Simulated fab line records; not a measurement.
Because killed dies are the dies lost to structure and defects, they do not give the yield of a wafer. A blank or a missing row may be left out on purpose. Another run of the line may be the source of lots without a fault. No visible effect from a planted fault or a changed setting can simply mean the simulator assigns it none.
A single fault, viewed from 2 desks ; flow berkeley-cmos170 ; only its own numbers are on each desk; what lay behind them is given at the end

== THE METROLOGY DESK ==
What the gauges read for every lot (on any tool): the sampled wafers with a number, averaged. Marked OUT: a lot whose mean sits more than 4 standard deviations from the usual mean, which makes it out of limits; the brackets give that distance.
Columns: A = cd-nm at UCB170_V1_CD_MEAS_90, usual 700.2 nm; B = M3_OVL at UCB170_M3_OVL_MEAS_16, usual 0 nm
lot;first seen here;A;B
L174;day 7 16:39;699.3;4
L173;day 7 17:25;700.0;-4
L171;day 7 17:27;702.2;2
L175;day 8 05:35;699.2;-3
L177;day 8 11:41;700.4;3
L176;day 8 11:49;701.1;-1
L178;day 9 05:10;699.2;-8
L181;day 9 20:28;699.1;-2
L182;day 9 20:41;699.0;-1
L183;day 10 06:31;699.0;0
L185;day 10 06:47;700.7;-0
L187;day 11 02:44;699.5;5
L188;day 11 03:08;700.1;-2
This desk's finding: nothing out of limits on any of the 13 lots.

== THE TOOL OWNER'S DESK: litho-track-03 ==
The tool's own readings at UCB170_M3_COAT_05 (resist thk 900 nm): means of the sampled wafers that have a number, for each lot that ran on this tool. Marked OUT: a lot whose mean sits more than 4 standard deviations from the usual mean, which makes it out of limits; the brackets give that distance.
Columns: A = chill-plate-temp-C at UCB170_M3_COAT_05, usual 23.00 C; B = resist-line-temp-C at UCB170_M3_COAT_05, usual 23.00 C; C = spin-speed-rpm at UCB170_M3_COAT_05, usual 1499.7 rpm
lot;first seen here;A;B;C
L173;day 8 00:32;23.01;23.11;1500.2
L171;day 8 00:58;23.11;22.96;1500.7
L175;day 8 11:14;22.93;22.82;1498.8
L182;day 10 03:55;23.05;22.98;1499.5
L183;day 10 12:07;23.05;23.08;1525.6 (+22) OUT
This desk finds L183 out of limits, L183 being first, at day 10 12:07 (spin-speed-rpm at UCB170_M3_COAT_05). In limits: L173, L171, L175, L182.

== BROUGHT TOGETHER ==
An alarm could have come from the tool owner's desk at day 10 12:07, on L183.
From the metrology desk's view, nothing was out of limits.
The metrology desk holds a record of L183, inside its limits.
On litho-track-03, each named lot ran UCB170_M3_COAT_05.

== WHAT WAS PUT IN BY THE SIMULATOR ==
Process parameters drifting: litho-track-03 at UCB170_M3_COAT_05, beginning at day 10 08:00. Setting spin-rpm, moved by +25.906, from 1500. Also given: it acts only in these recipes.
Struck lots among those shown: L183.
Time in hours from fault onset to the first out-of-limits reading at each desk: the tool owner's desk, 4.
